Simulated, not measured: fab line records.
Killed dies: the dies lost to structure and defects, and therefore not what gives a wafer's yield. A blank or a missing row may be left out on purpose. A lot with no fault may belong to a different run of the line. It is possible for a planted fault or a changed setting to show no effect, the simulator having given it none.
Comparing a struck lot with a sound one | flow rit-cmos | 20 steps out of a route of 202
Sound: the wafers L191.4, L191.5, L191.6. The struck wafers were L187.1, L187.2, L187.4. At the end, the cause is stated.
Each step with rows lists, per side, the tool, then ch with its chambers, then its first start. Under that, the readings that differ: sound wafers | struck wafers | difference of the means | sigmas: that difference in standard deviations of wafers without a fault.
alike: readings whose means differ by less than 2 such deviations, and words and numbers that are the same on both sides. not compared: withheld readings, readings that some wafer has no value for, bounds like >300 that may hide the same value, and numbers for which the record gives no deviation and whose values overlap.
A row with sigmas, a row that says differs or no value, or rows on one side alone: a step with any of these is where the two part. When numbers do not overlap yet have no deviation, they are printed without sigmas and do not part them. A reading missing from all wafers of one side parts the sides only when that side holds two or more wafers.

first, 6 steps without rows for these wafers: RIT_NWELL_HMDS_00 (prime time 60 s); RIT_NWELL_COAT_01 (resist thk 1300 nm); RIT_NWELL_SOFTBAKE_02 (time 60 s); RIT_NWELL_EXPOSE_03 (exposes mask M2, target cd 43900 nm); RIT_NWELL_PEB_04; RIT_NWELL_DEVELOP_05 (develop time 68 s).
RIT_NWELL_OVL_MEAS_06:
  sound on overlay-02, day 5 07:05; struck on overlay-02, day 4 12:50
  alike: NWELL_OVL
then, 2 steps without rows for these wafers: RIT_NWELL_HARDBAKE_07 (time 120 s); RIT_NWELL_IMPLANT_08.
RIT_NWELL_STRIP_09: strips in O2, time 180 s.
  sound on plasma-asher-02 ch 0,1, day 5 07:34; struck on plasma-asher-02 ch 0,1, day 4 13:16
  alike: drypump-motor-current-A
  not compared: rf-hours-counter-h
RIT_NWELL_TW_MEAS_10:
  sound on film-metro-02, day 5 07:42; struck on film-metro-02, day 4 13:27
  alike: NWELL_TW
then, 1 step without rows for these wafers: RIT_PWELL_HMDS_00 (prime time 60 s).
RIT_PWELL_COAT_01: resist thk 1300 nm.
  sound on litho-track-01 ch 0, day 5 07:58; struck on litho-track-04, day 4 13:40
  no value came back on the struck wafers for chill-plate-temp-C (C), dispense-pressure-kPa (kPa); on the sound wafers chill-plate-temp-C (C) reads 22.99 22.85 22.91
then, 4 steps without rows for these wafers: RIT_PWELL_SOFTBAKE_02 (time 60 s); RIT_PWELL_EXPOSE_03 (exposes mask M3, target cd 43700 nm); RIT_PWELL_PEB_04; RIT_PWELL_DEVELOP_05 (develop time 68 s).
RIT_PWELL_OVL_MEAS_06:
  sound on overlay-01, day 5 08:46; struck on overlay-02, day 4 14:23
  reading        | sound         | struck | difference                    | sigmas
  PWELL_OVL (nm) | 0.3 -2.3 -1.5 | - - -  | no value on the struck wafers |
then, 1 step without rows for these wafers: RIT_PWELL_HARDBAKE_07 (time 120 s).
RIT_M1_PROBE_99:
  sound on prober-02, day 6 22:18; struck on prober-02, day 6 02:55
  reading             | sound   | struck      | difference | sigmas
  killed-at-front-end | 7 14 10 | 264 264 264 | +254       | +85
  killed-dies         | 7 15 10 | 264 264 264 | +253       | +84
  killed-on-rim       | 3 6 1   | 70 70 70    | +67        | +44
  alike: killed-at-contacts, killed-open, killed-short

== WHERE THEY PART ==
Earliest at RIT_PWELL_COAT_01; latest, in this record, at RIT_M1_PROBE_99.

WHY: what the simulator had put in
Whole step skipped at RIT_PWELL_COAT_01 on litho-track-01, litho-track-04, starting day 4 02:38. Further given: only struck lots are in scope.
